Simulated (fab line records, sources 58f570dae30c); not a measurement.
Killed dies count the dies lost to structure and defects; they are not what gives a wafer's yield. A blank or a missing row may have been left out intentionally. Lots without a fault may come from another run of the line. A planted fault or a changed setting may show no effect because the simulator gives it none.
What tool caused it? / flow berkeley_cmos170 / 13 lots with 39 wafers sampled at 7 steps, on a route of 331 steps

== WHAT EACH GAUGE READ, for each wafer ==
UCB170_NLDD_TW_MEAS_11. Usual: NLDD_TW gives 2230 (standard deviation 12).
lot=L854; measured=day 6 21:37; on=film_metro-01; NLDD_TW=2246 2256 2253; flag=
lot=L853; measured=day 6 21:52; on=film_metro-04; NLDD_TW=2214 2212 2208; flag=
lot=L855; measured=day 6 21:58; on=film_metro-04; NLDD_TW=2223 2208 2212; flag=
lot=L852; measured=day 6 22:20; on=film_metro-04; NLDD_TW=2207 2209 2209; flag=
lot=L856; measured=day 7 08:47; on=film_metro-01; NLDD_TW=2226 2246 2236; flag=
lot=L859; measured=day 8 01:26; on=film_metro-01; NLDD_TW=2235 2241 2216; flag=
lot=L858; measured=day 8 01:56; on=film_metro-04; NLDD_TW=2212 2218 2205; flag=
lot=L860; measured=day 8 06:56; on=film_metro-01; NLDD_TW=2243 2247 2235; flag=
lot=L863; measured=day 8 23:53; on=film_metro-01; NLDD_TW=2221 2246 2232; flag=
lot=L864; measured=day 9 00:23; on=film_metro-04; NLDD_TW=2224 2230 2212; flag=
lot=L867; measured=day 9 19:36; on=film_metro-04; NLDD_TW=2216 2228 2225; flag=
lot=L869; measured=day 10 08:25; on=film_metro-01; NLDD_TW=2226 2230 2243; flag=
lot=L874; measured=day 11 09:20; on=film_metro-04; NLDD_TW=2211 2189 2219; flag=

UCB170_PSD_CD_MEAS_06: the cd target is 1200 nm. Usual: cd_nm 1200.0 nm, standard deviation 1.3.
lot=L854; measured=day 7 04:35; on=cd_sem-01; cd_nm (nm)=1200.9 1199.6 1199.7; flag=
lot=L853; measured=day 7 04:53; on=cd_sem-01; cd_nm (nm)=1200.4 1201.5 1201.5; flag=
lot=L855; measured=day 7 04:59; on=cd_sem-01; cd_nm (nm)=1198.5 1198.2 1198.3; flag=
lot=L852; measured=day 7 05:02; on=cd_sem-02; cd_nm (nm)=1200.1 1200.5 1200.5; flag=
lot=L856; measured=day 7 12:46; on=cd_sem-01; cd_nm (nm)=1200.7 1199.8 1201.0; flag=
lot=L859; measured=day 8 07:41; on=cd_sem-01; cd_nm (nm)=1200.2 1199.7 1200.2; flag=
lot=L858; measured=day 8 07:58; on=cd_sem-02; cd_nm (nm)=1202.0 1202.7 1201.5; flag=
lot=L860; measured=day 8 12:58; on=cd_sem-01; cd_nm (nm)=1200.1 1199.3 1199.6; flag=
lot=L863; measured=day 9 08:02; on=cd_sem-01; cd_nm (nm)=1200.0 1201.1 1201.3; flag=
lot=L864; measured=day 9 08:10; on=cd_sem-01; cd_nm (nm)=1201.5 1199.8 1200.9; flag=
lot=L867; measured=day 10 02:22; on=cd_sem-01; cd_nm (nm)=1200.9 1201.2 1201.5; flag=
lot=L869; measured=day 10 12:05; on=cd_sem-02; cd_nm (nm)=1197.5 1197.0 1198.1; flag=
lot=L874; measured=day 11 14:05; on=cd_sem-01; cd_nm (nm)=1202.1 1199.7 1200.9; flag=

UCB170_M2_RS_MEAS_02: a four-point-probe measurement. Usual: M2_AL_RS gives 0.0321 ohm/sq (standard deviation 0.00031).
lot=L854; measured=day 8 01:53; on=film_metro-03; M2_AL_RS (ohm/sq)=0.0328 0.0323 0.0324; flag=
lot=L853; measured=day 8 03:41; on=film_metro-04; M2_AL_RS (ohm/sq)=0.0327 0.0321 0.0325; flag=
lot=L855; measured=day 8 01:20; on=film_metro-04; M2_AL_RS (ohm/sq)=0.0321 0.0319 0.0315; flag=
lot=L852; measured=day 8 01:32; on=film_metro-03; M2_AL_RS (ohm/sq)=0.0322 0.0321 0.0319; flag=
lot=L856; measured=day 8 08:40; on=film_metro-03; M2_AL_RS (ohm/sq)=0.0319 0.0311 0.0317; flag=
lot=L859; measured=day 9 03:15; on=film_metro-03; M2_AL_RS (ohm/sq)=0.0318 0.0317 0.0318; flag=
lot=L858; measured=day 9 03:12; on=film_metro-01; M2_AL_RS (ohm/sq)=0.0322 0.0321 0.0320; flag=
lot=L860; measured=day 9 07:25; on=film_metro-04; M2_AL_RS (ohm/sq)=0.0324 0.0323 0.0326; flag=
lot=L863; measured=day 10 03:10; on=film_metro-04; M2_AL_RS (ohm/sq)=0.0324 0.0320 0.0321; flag=
lot=L864; measured=day 10 02:53; on=film_metro-03; M2_AL_RS (ohm/sq)=0.0321 0.0317 0.0317; flag=
lot=L867; measured=day 10 23:21; on=film_metro-03; M2_AL_RS (ohm/sq)=0.0319 0.0320 0.0321; flag=
lot=L869; measured=day 11 07:26; on=film_metro-03; M2_AL_RS (ohm/sq)=0.0249 0.0320 0.0249; flag=OFF
lot=L874; measured=day 12 09:01; on=film_metro-01; M2_AL_RS (ohm/sq)=0.0316 0.0317 0.0321; flag=

UCB170_M2_THK_MEAS_03: measures by xrf. Usual: M2_AL_THK gives 902 nm (standard deviation 9.1).
lot=L854; measured=day 8 02:00; on=film_metro-03; M2_AL_THK (nm)=885 897 894; flag=
lot=L853; measured=day 8 03:47; on=film_metro-04; M2_AL_THK (nm)=885 908 888; flag=
lot=L855; measured=day 8 01:26; on=film_metro-04; M2_AL_THK (nm)=904 913 916; flag=
lot=L852; measured=day 8 01:38; on=film_metro-03; M2_AL_THK (nm)=897 906 910; flag=
lot=L856; measured=day 8 08:47; on=film_metro-03; M2_AL_THK (nm)=907 932 918; flag=
lot=L859; measured=day 9 03:22; on=film_metro-03; M2_AL_THK (nm)=904 914 907; flag=
lot=L858; measured=day 9 03:17; on=film_metro-01; M2_AL_THK (nm)=900 900 908; flag=
lot=L860; measured=day 9 07:32; on=film_metro-04; M2_AL_THK (nm)=894 893 891; flag=
lot=L863; measured=day 10 03:17; on=film_metro-04; M2_AL_THK (nm)=887 900 906; flag=
lot=L864; measured=day 10 03:00; on=film_metro-03; M2_AL_THK (nm)=895 908 910; flag=
lot=L867; measured=day 10 23:28; on=film_metro-03; M2_AL_THK (nm)=908 903 899; flag=
lot=L869; measured=day 11 07:32; on=film_metro-03; M2_AL_THK (nm)=1160 906 1157; flag=OFF
lot=L874; measured=day 12 09:08; on=film_metro-01; M2_AL_THK (nm)=925 921 910; flag=

UCB170_V2_BOW_MEAS_03. Usual: V2_BOW gives 36 um (standard deviation 6.4).
lot=L854; measured=day 8 04:59; on=film_metro-04; V2_BOW (um)=30 40 37; flag=
lot=L853; measured=day 8 06:59; on=film_metro-04; V2_BOW (um)=37 46 36; flag=
lot=L855; measured=day 8 04:22; on=film_metro-02; V2_BOW (um)=49 41 29; flag=
lot=L852; measured=day 8 04:43; on=film_metro-03; V2_BOW (um)=32 44 28; flag=
lot=L856; measured=day 8 12:02; on=film_metro-03; V2_BOW (um)=34 31 27; flag=
lot=L859; measured=day 9 06:16; on=film_metro-02; V2_BOW (um)=48 41 34; flag=
lot=L858; measured=day 9 06:05; on=film_metro-04; V2_BOW (um)=25 30 40; flag=
lot=L860; measured=day 9 12:16; on=film_metro-03; V2_BOW (um)=39 32 29; flag=
lot=L863; measured=day 10 07:31; on=film_metro-02; V2_BOW (um)=30 28 36; flag=
lot=L864; measured=day 10 07:23; on=film_metro-03; V2_BOW (um)=28 41 29; flag=
lot=L867; measured=day 11 06:50; on=film_metro-03; V2_BOW (um)=35 39 45; flag=
lot=L869; measured=day 11 11:23; on=film_metro-04; V2_BOW (um)=41 44; flag=
lot=L874; measured=day 12 12:56; on=film_metro-04; V2_BOW (um)=43 38 31; flag=

== WHAT TOOL EACH LOT RAN ON (gives the tool, then ch and the chambers of the sampled wafers, and finally the start) ==
lot=L854; UCB170_M2_SPUTTER_01=pvd_sputter-01, day 8 01:47; UCB170_M2_METAL_ETCH_18=rie_metal-02 ch 0,1, day 8 04:02
lot=L853; UCB170_M2_SPUTTER_01=pvd_sputter-02, day 8 03:34; UCB170_M2_METAL_ETCH_18=rie_metal-01 ch 0,1, day 8 06:05
lot=L855; UCB170_M2_SPUTTER_01=pvd_sputter-02, day 8 01:14; UCB170_M2_METAL_ETCH_18=rie_metal-01 ch 0,1, day 8 03:25
lot=L852; UCB170_M2_SPUTTER_01=pvd_sputter-04, day 8 01:25; UCB170_M2_METAL_ETCH_18=rie_metal-04 ch 0,1, day 8 03:49
lot=L856; UCB170_M2_SPUTTER_01=pvd_sputter-04, day 8 08:35; UCB170_M2_METAL_ETCH_18=rie_metal-02 ch 0,1, day 8 11:06
lot=L859; UCB170_M2_SPUTTER_01=pvd_sputter-01, day 9 03:10; UCB170_M2_METAL_ETCH_18=rie_metal-04 ch 0,1, day 9 05:20
lot=L858; UCB170_M2_SPUTTER_01=pvd_sputter-02, day 9 03:03; UCB170_M2_METAL_ETCH_18=rie_metal-01 ch 0,1, day 9 05:10
lot=L860; UCB170_M2_SPUTTER_01=pvd_sputter-02, day 9 07:20; UCB170_M2_METAL_ETCH_18=rie_metal-02 ch 0,1, day 9 11:20
lot=L863; UCB170_M2_SPUTTER_01=pvd_sputter-02, day 10 03:05; UCB170_M2_METAL_ETCH_18=rie_metal-01 ch 0,1, day 10 06:35
lot=L864; UCB170_M2_SPUTTER_01=pvd_sputter-01, day 10 02:48; UCB170_M2_METAL_ETCH_18=rie_metal-02 ch 0,1, day 10 06:23
lot=L867; UCB170_M2_SPUTTER_01=pvd_sputter-02, day 10 23:16; UCB170_M2_METAL_ETCH_18=rie_metal-01 ch 0,1, day 11 05:50
lot=L869; UCB170_M2_SPUTTER_01=pvd_sputter-02, day 11 07:19; UCB170_M2_METAL_ETCH_18=rie_metal-01 ch 0,1, day 11 10:29
lot=L874; UCB170_M2_SPUTTER_01=pvd_sputter-04, day 12 08:56; UCB170_M2_METAL_ETCH_18=rie_metal-02 ch 0,1, day 12 12:01
- UCB170_M2_SPUTTER_01: material Al, target thk 900 nm, time 120 s.
- UCB170_M2_METAL_ETCH_18: etches Al in Cl2/BCl3, stops on SiO2, target depth 1170 nm, time 195 s.

== WHAT THE TOOLS THEMSELVES READ (means of the sampled wafers that have a number; where no wafer has one, the mark that the record gives instead) ==
UCB170_M2_SPUTTER_01. Usual: throttle_valve_pct 30.7 %, standard deviation 1.
lot=L854; tool=pvd_sputter-01; throttle_valve_pct (%)=30.2; flag=
lot=L853; tool=pvd_sputter-02; throttle_valve_pct (%)=31.3; flag=
lot=L855; tool=pvd_sputter-02; throttle_valve_pct (%)=30.7; flag=
lot=L852; tool=pvd_sputter-04; throttle_valve_pct (%)=30.3; flag=
lot=L856; tool=pvd_sputter-04; throttle_valve_pct (%)=30.7; flag=
lot=L859; tool=pvd_sputter-01; throttle_valve_pct (%)=30.8; flag=
lot=L858; tool=pvd_sputter-02; throttle_valve_pct (%)=30.6; flag=
lot=L860; tool=pvd_sputter-02; throttle_valve_pct (%)=31.0; flag=
lot=L863; tool=pvd_sputter-02; throttle_valve_pct (%)=31.0; flag=
lot=L864; tool=pvd_sputter-01; throttle_valve_pct (%)=30.9; flag=
lot=L867; tool=pvd_sputter-02; throttle_valve_pct (%)=30.6; flag=
lot=L869; tool=pvd_sputter-02; throttle_valve_pct (%)=30.4; flag=
lot=L874; tool=pvd_sputter-04; throttle_valve_pct (%)=30.5; flag=

UCB170_M2_METAL_ETCH_18. Usual: drypump_motor_current_A 5.7 A, standard deviation 0.61; mfc_cl2_sccm 89.99 sccm, standard deviation 0.27; oes_product_au 0.862 a.u., standard deviation 0.012; throttle_valve_pct 24.33 %, standard deviation 0.23.
lot=L854; tool=rie_metal-02; drypump_motor_current_A (A)=5.7; mfc_cl2_sccm (sccm)=90.17; oes_product_au (a.u.)=0.853; throttle_valve_pct (%)=24.30; flag=
lot=L853; tool=rie_metal-01; drypump_motor_current_A (A)=6.2; mfc_cl2_sccm (sccm)=90.13; oes_product_au (a.u.)=0.852; throttle_valve_pct (%)=24.43; flag=
lot=L855; tool=rie_metal-01; drypump_motor_current_A (A)=5.6; mfc_cl2_sccm (sccm)=90.02; oes_product_au (a.u.)=0.865; throttle_valve_pct (%)=24.21; flag=
lot=L852; tool=rie_metal-04; drypump_motor_current_A (A)=5.8; mfc_cl2_sccm (sccm)=90.11; oes_product_au (a.u.)=0.866; throttle_valve_pct (%)=24.32; flag=
lot=L856; tool=rie_metal-02; drypump_motor_current_A (A)=5.6; mfc_cl2_sccm (sccm)=89.87; oes_product_au (a.u.)=0.871; throttle_valve_pct (%)=24.38; flag=
lot=L859; tool=rie_metal-04; drypump_motor_current_A (A)=5.3; mfc_cl2_sccm (sccm)=89.98; oes_product_au (a.u.)=0.864; throttle_valve_pct (%)=24.38; flag=
lot=L858; tool=rie_metal-01; drypump_motor_current_A (A)=5.6; mfc_cl2_sccm (sccm)=89.95; oes_product_au (a.u.)=0.861; throttle_valve_pct (%)=24.22; flag=
lot=L860; tool=rie_metal-02; drypump_motor_current_A (A)=5.7; mfc_cl2_sccm (sccm)=90.14; oes_product_au (a.u.)=0.858; throttle_valve_pct (%)=24.28; flag=
lot=L863; tool=rie_metal-01; drypump_motor_current_A (A)=5.6; mfc_cl2_sccm (sccm)=89.72; oes_product_au (a.u.)=0.861; throttle_valve_pct (%)=24.19; flag=
lot=L864; tool=rie_metal-02; drypump_motor_current_A (A)=5.7; mfc_cl2_sccm (sccm)=89.72; oes_product_au (a.u.)=0.865; throttle_valve_pct (%)=24.29; flag=
lot=L867; tool=rie_metal-01; drypump_motor_current_A (A)=5.6; mfc_cl2_sccm (sccm)=90.22; oes_product_au (a.u.)=0.867; throttle_valve_pct (%)=24.21; flag=
lot=L869; tool=rie_metal-01; drypump_motor_current_A (A)=5.6; mfc_cl2_sccm (sccm)=89.98; oes_product_au (a.u.)=0.947; throttle_valve_pct (%)=24.17; flag=OFF
lot=L874; tool=rie_metal-02; drypump_motor_current_A (A)=5.7; mfc_cl2_sccm (sccm)=89.76; oes_product_au (a.u.)=0.867; throttle_valve_pct (%)=24.28; flag=

== THE ANSWER, worked out from the rows above alone ==
Rule: take the mean of a lot's wafers that have a number; if it is more than 3 standard deviations from the usual mean, the lot is off. Also off: a lot with no number at a reading for which 4 or more lots have one. The other lots that the step has rows for count as sound. First the gauges in route order, then the tools' own readings, where a lot's mean is used as printed above. The first step at which some lot is off is used, and at that step the reading that is off furthest; a lot without a number counts as furthest.
Off: at UCB170_M2_RS_MEAS_02 (M2_AL_RS), L869.
A tool fits if, at a process step before that reading, it ran every lot that is off, and no sound lot after the first of them. Not tried: the gauges at UCB170_M2_RS_MEAS_02; whatever is off there is also off at UCB170_M2_METAL_ETCH_18, on other tools, and gauge error can't account for it. One fits: UCB170_M2_SPUTTER_01 on pvd_sputter-02. A fault onset in the window from L867 (day 10 23:16, its last sound lot) to L869 (day 11 07:19, its first lot off) fits.

== WHAT HAD BEEN PUT IN BY THE SIMULATOR ==
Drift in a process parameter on pvd_sputter-02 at UCB170_M2_SPUTTER_01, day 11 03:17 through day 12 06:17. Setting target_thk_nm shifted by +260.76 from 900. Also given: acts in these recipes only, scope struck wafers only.
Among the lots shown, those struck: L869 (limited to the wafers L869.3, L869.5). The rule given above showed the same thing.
